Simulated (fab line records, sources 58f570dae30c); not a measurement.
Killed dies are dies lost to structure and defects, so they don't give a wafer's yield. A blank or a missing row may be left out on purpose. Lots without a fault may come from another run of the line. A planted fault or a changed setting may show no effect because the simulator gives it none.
fab line records | flow berkeley_cmos170
record lots=5 wafers=27
route steps=331 shown START@3 ZERO@12 ACTIVE@65 PLDD@150 SPACER@174
start_h: hours from the record's first day to the start of the lot's first wafer shown | wait_h: hours since the lot's step before | " the same as in the row above | L1.1+2: a row that stands for several wafers | - no value, or no start given | * or withheld: withheld | < > ~ a bound
route shown NAME@n: a module of which the file shows steps, and the number in the route of the first | usual: mean/standard deviation of fault-free wafers | same: alike in all rows | chamber/n: place in a boat | sites: the reading at each site | _std_site: their standard deviation | _edge_site: outer sites' mean less inner sites' | radius_mm: how far each site lies from the wafer's centre | mask NAME#n: copy n | behind: the tool/chamber that last shaped the wafer | hold: why the lot was held/for how many hours/how that ended | device: the transistor (n, p or np) that didn't switch | end of line: the same wafers' tests at the end of the route | a step without rows: its recipe alone | killed: dies lost to structure and defects at the first sort, not the wafer's yield | map: a wafer's dies, x killed, . not, _ none there
set.NAME: the setting as run; set.NAME@STEP: as run at that earlier step | model.NAME: the simulator's own value behind a step, which no gauge read
lots whose settings were changed on purpose; a table a step, a row a wafer
## steps
# step UCB170_START_OXIDATION_02
# recipe temp_c=950 ambient=O2 target_thk_a=200 ox_time_s=1800
# columns lot.wafer tool chamber start_h wait_h set.ox_time_s model.SiO2_of_START_OXIDATION_02.thk_nm
L076.1 - - - 4.3 2283 23.33
L076.2 " - " " 2283 23.37
L076.3 " - " " 2283 23.12
L076.4 " - " " 2283 22.84
L076.5 " - " " 2283 22.98
L076.6 " - " " 2283 23.19
L079.1 - - - 0.3 994.6 13.21
L079.2 " - " " 994.6 13.15
L079.3+5 " - " " 994.6 12.97
L079.4 " - " " 994.6 13.24
L079.6 " - " " 994.6 13.05
L080.3 furnace-04 0 44.59 4.1 1800 20.07
L080.4 " 0 " " 1800 19.79
L080.6 " 0 " " 1800 19.89
L083.1 - - - 0.5 1800 19.8
L083.2 " - " " 1800 19.96
L083.3 " - " " 1800 19.79
L083.4 " - " " 1800 20.15
L083.5 " - " " 1800 20.3
L083.6 " - " " 1800 19.81
L085.1 - - - 2.5 2634 25.9
L085.2 " - " " 2634 25.57
L085.3 " - " " 2634 25.47
L085.4 " - " " 2634 25.7
L085.5 " - " " 2634 25.54
L085.6 " - " " 2634 25.83
# step UCB170_START_THK_MEAS_03
# recipe reads=SiO2_of_START_OXIDATION_02
# usual START_OXIDE_THK=19.9/0.33
# columns lot.wafer tool chamber start_h wait_h set.ox_time_s@START_OXIDATION_02 START_OXIDE_THK[nm]
L076.1 film_metro-02 - - - 2283 23.4
L076.2 " - " " 2283 23.4
L076.3 " - " " 2283 23.1
L076.4 " - " " 2283 22.8
L076.5 " - " " 2283 23.0
L076.6 " - " " 2283 23.2
L079.1 film_metro-04 - - - 994.6 13.3
L079.2 " - " " 994.6 13.2
L079.3 " - " " 994.6 13.0
L079.4 " - " " 994.6 13.3
L079.5 " - " " 994.6 13.0
L079.6 " - " " 994.6 13.0
L080.3 film_metro-01 - 46.11 0.0 1800 20.1
L080.4 " - " " 1800 19.9
L080.6 " - " " 1800 19.9
L083.1 film_metro-04 - - - 1800 19.7
L083.2 " - " " 1800 20.0
L083.3 " - " " 1800 19.8
L083.4 " - " " 1800 20.1
L083.5 " - " " 1800 20.3
L083.6 " - " " 1800 19.8
L085.1 film_metro-04 - - - 2634 25.9
L085.2 " - " " 2634 25.5
L085.3 " - " " 2634 25.5
L085.4 " - " " 2634 25.7
L085.5 " - " " 2634 25.6
L085.6 " - " " 2634 25.8
# step UCB170_ZERO_ETCH_06
# recipe chemistry=CHF3/CF4/Ar target=SiO2 time_s=12 pressure_mtorr=100 rf_w=500 CHF3_flow_sccm=50 cf4_flow_sccm=10 Ar_flow_sccm=120 over_etch_frac=1.58
# usual oes_product_au=0.617/0.0097
# columns lot.wafer tool chamber start_h wait_h set.target_depth_a oes_product_au
L076.1 rie_diel-01 2 33.94 - 325.9 0.758
L076.2 " 1 " " 516 0.612
L076.3 " 3 " " 516 0.620
L076.4 " 0 " " 325.9 0.767
L076.5 " 0 " " 516 0.629
L076.6 " 3 " " 325.9 0.761
L079.1 rie_diel-02 2 44.81 - 516 0.629
L079.2 " 3 " " 516 0.615
L079.3 " 0 " " 516 0.604
L079.4 " 1 " " 516 0.619
L079.5 " 0 " " 516 0.598
L079.6 " 1 " " 516 0.610
L080.3 rie_diel-01 2 53.53 - 516 0.604
L080.4 " 0 " " 516 0.626
L080.6 " 2 " " 516 0.614
L083.1 rie_diel-03 2 65.17 - 516 0.611
L083.2 " 3 " " 516 0.597
L083.3 " 0 " " 353.1 0.750
L083.4 " 1 " " 353.1 0.729
L083.5 " 2 " " 353.1 0.732
L083.6 " 1 " " 516 0.621
L085.1 rie_diel-01 3 72.34 - 516 0.629
L085.2 " 1 " " 516 0.611
L085.3 " 0 " " 516 0.625
L085.4 " 0 " " 516 0.626
L085.5 " 1 " " 516 0.616
L085.6 " 3 " " 516 0.627
# step UCB170_ACTIVE_CVD_05
# recipe material=Si3N4 target_thk_nm=220 temp_c=800 precursor=SiH2Cl2/NH3 time_s=3300 pressure_mtorr=200 sih2cl2_flow_sccm=25 nh3_flow_sccm=75
# columns lot.wafer tool chamber start_h wait_h set.time_s model.Si3N4_of_ACTIVE_CVD_05.thk_nm
L076.1 - - - 0.0 3300 221.9
L076.2 " - " " 3300 220.3
L076.3 " - " " 3300 222.2
L076.4 " - " " 3300 220.4
L076.5 " - " " 3300 221.2
L076.6 " - " " 3300 221.6
L079.1+6 - - - 0.0 4791 321
L079.2 " - " " 4791 323.4
L079.3 " - " " 4791 321.8
L079.4 " - " " 4791 319.9
L079.5 " - " " 4791 322.6
L080.3+6 lpcvd-01 0 113.70 0.0 3300 224.8
L080.4 " 0 " " 3300 224.6
L083.1 - - - 0.0 2391 160.4
L083.2 " - " " 2391 161.5
L083.3 " - " " 2391 159.7
L083.4 " - " " 2391 161.2
L083.5 " - " " 2391 162.2
L083.6 " - " " 2391 160.3
L085.1 - - - 0.0 3300 221
L085.2 " - " " 3300 219.8
L085.3 " - " " 3300 220.4
L085.4 " - " " 3300 218.2
L085.5 " - " " 3300 219.2
L085.6 " - " " 3300 220.6
# step UCB170_ACTIVE_THK_MEAS_06
# recipe reads=Si3N4_of_ACTIVE_CVD_05
# usual ACTIVE_NITRIDE_THK=220.8/1.9
# columns lot.wafer tool chamber start_h wait_h set.time_s@ACTIVE_CVD_05 ACTIVE_NITRIDE_THK[nm]
L076.1 film_metro-01 - - - 3300 222.0
L076.2 " - " " 3300 220.2
L076.3 " - " " 3300 222.5
L076.4 " - " " 3300 220.5
L076.5 " - " " 3300 221.3
L076.6 " - " " 3300 221.6
L079.1 film_metro-02 - - - 4791 320.9
L079.2 " - " " 4791 323.4
L079.3 " - " " 4791 321.8
L079.4 " - " " 4791 319.6
L079.5 " - " " 4791 322.2
L079.6 " - " " 4791 321.1
L083.1 film_metro-01 - - - 2391 160.4
L083.2 " - " " 2391 161.5
L083.3 " - " " 2391 159.7
L083.4 " - " " 2391 161.2
L083.5 " - " " 2391 162.1
L083.6 " - " " 2391 160.4
L080.3 film_metro-02 - 115.63 0.0 3300 225.0
L080.4 " - " " 3300 224.6
L080.6 " - " " 3300 224.8
L085.1 film_metro-02 - - - 3300 220.8
L085.2 " - " " 3300 219.8
L085.3 " - " " 3300 220.3
L085.4 " - " " 3300 218.1
L085.5 " - " " 3300 219.2
L085.6 " - " " 3300 220.6
# step UCB170_PLDD_DEVELOP_05
# recipe developer=TMAH develop_time_s=45 resist=KrF dev_temp_c=21
# columns lot.wafer tool chamber start_h wait_h set.develop_time_s
L076.1+2+3 litho_track-02 0 - - 45
L076.4+5+6 " 0 " " 19.23
L079.1+2+3+4+5+6 litho_track-02 0 - - 45
L083.1+2+3+4+5+6 litho_track-01 0 - - 45
L085.1+4+5 litho_track-03 0 - - 45
L085.2+3+6 " 0 " " 60.84
L080.3+4+6 litho_track-02 0 - - 45
# step UCB170_PLDD_CD_MEAS_06
# recipe target_cd_nm=1200
# usual cd_nm=1199.6/1.1
# columns lot.wafer tool chamber start_h wait_h set.develop_time_s@PLDD_DEVELOP_05 cd_nm
L076.1 cd_sem-01 - 138.07 - 45 1199.4
L076.2 " - " " 45 1199.4
L076.3 " - " " 45 1200.5
L076.4 " - " " 19.23 1192.6
L076.5 " - " " 19.23 1192.2
L076.6 " - " " 19.23 1193.3
L079.1 cd_sem-02 - 150.53 - 45 1201.0
L079.2 " - " " 45 1199.1
L079.3 " - " " 45 1200.9
L079.4 " - " " 45 1198.8
L079.5 " - " " 45 1199.2
L079.6 " - " " 45 1200.1
L083.1 cd_sem-01 - 163.25 - 45 1198.8
L083.2 " - " " 45 1197.0
L083.3 " - " " 45 1198.8
L083.4 " - " " 45 1197.7
L083.5 " - " " 45 1198.0
L083.6 " - " " 45 1197.1
L085.1 cd_sem-02 - 163.46 - 45 1200.5
L085.2 " - " " 60.84 1203.4
L085.3 " - " " 60.84 1201.5
L085.4 " - " " 45 1201.1
L085.5 " - " " 45 1201.0
L085.6 " - " " 60.84 1201.3
L080.3 cd_sem-02 - 163.62 - 45 1198.6
L080.4 " - " " 45 1198.7
L080.6 " - " " 45 1198.3
# step UCB170_SPACER_ETCHBACK_03
# recipe stop_on=Si target=SiO2 chemistry=CHF3/CF4/Ar CHF3_flow_sccm=50 cf4_flow_sccm=10 Ar_flow_sccm=120 pressure_mtorr=200 rf_w=500 target_depth_a=3760 time_s=100
# columns lot.wafer tool chamber start_h wait_h set.time_s model.etch.depth_nm
L076.1 rie_diel-02 0 144.08 0.0 100 378.1
L076.2 " 2 " " 100 380.4
L076.3 " 3 " " 69.77 295.6
L076.4 " 1 " " 69.77 306.4
L076.5 " 3 " " 100 379.2
L076.6 " 0 " " 69.77 294.4
L079.1 rie_diel-03 3 156.55 0.0 70.64 303.9
L079.2 " 0 " " 100 373.5
L079.3 " 2 " " 70.64 298
L079.4 " 1 " " 70.64 316
L079.5 " 3 " " 100 386.1
L079.6 " 0 " " 100 376
L083.1 rie_diel-04 3 169.71 0.0 48.04 199.9
L083.2 " 1 " " 48.04 204
L083.3 " 2 " " 100 373.9
L083.4 " 0 " " 100 379.6
L083.5 " 0 " " 48.04 202.5
L083.6 " 3 " " 100 376.5
L085.1 rie_diel-03 1 169.71 0.0 100 368.6
L085.2 " 0 " " 100 369.5
L085.3 " 2 " " 142.2 373.3
L085.4 " 3 " " 100 381.4
L085.5 " 2 " " 142.2 376
L085.6 " 3 " " 142.2 372.7
L080.3 rie_diel-02 1 169.79 0.1 100 372
L080.4 " 2 " " 100 379
L080.6 " 1 " " 100 386.7
## key
split step=UCB170_START_OXIDATION_02 setting=ox_time_s stated=1800 by=lot
response step=UCB170_START_OXIDATION_02 reading=model.SiO2_of_START_OXIDATION_02.thk_nm change=+0.137 per=1% r=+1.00
response step=UCB170_START_THK_MEAS_03 reading=START_OXIDE_THK change=+0.137 per=1% r=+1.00
split step=UCB170_ZERO_ETCH_06 setting=target_depth_a stated=516 by=wafer
response step=UCB170_ZERO_ETCH_06 reading=oes_product_au change=-0.00392 per=1% r=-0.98
split step=UCB170_ACTIVE_CVD_05 setting=time_s stated=3300 by=lot
response step=UCB170_ACTIVE_CVD_05 reading=model.Si3N4_of_ACTIVE_CVD_05.thk_nm change=+2.21 per=1% r=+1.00
response step=UCB170_ACTIVE_THK_MEAS_06 reading=ACTIVE_NITRIDE_THK change=+2.21 per=1% r=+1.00
split step=UCB170_PLDD_DEVELOP_05 setting=develop_time_s stated=45 by=wafer
response step=UCB170_PLDD_CD_MEAS_06 reading=cd_nm change=+0.0991 per=1% r=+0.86
split step=UCB170_SPACER_ETCHBACK_03 setting=time_s stated=100 by=wafer
response step=UCB170_SPACER_ETCHBACK_03 reading=model.etch.depth_nm shape=bent at_lowest=202.1 at_stated=377.4 at_highest=374
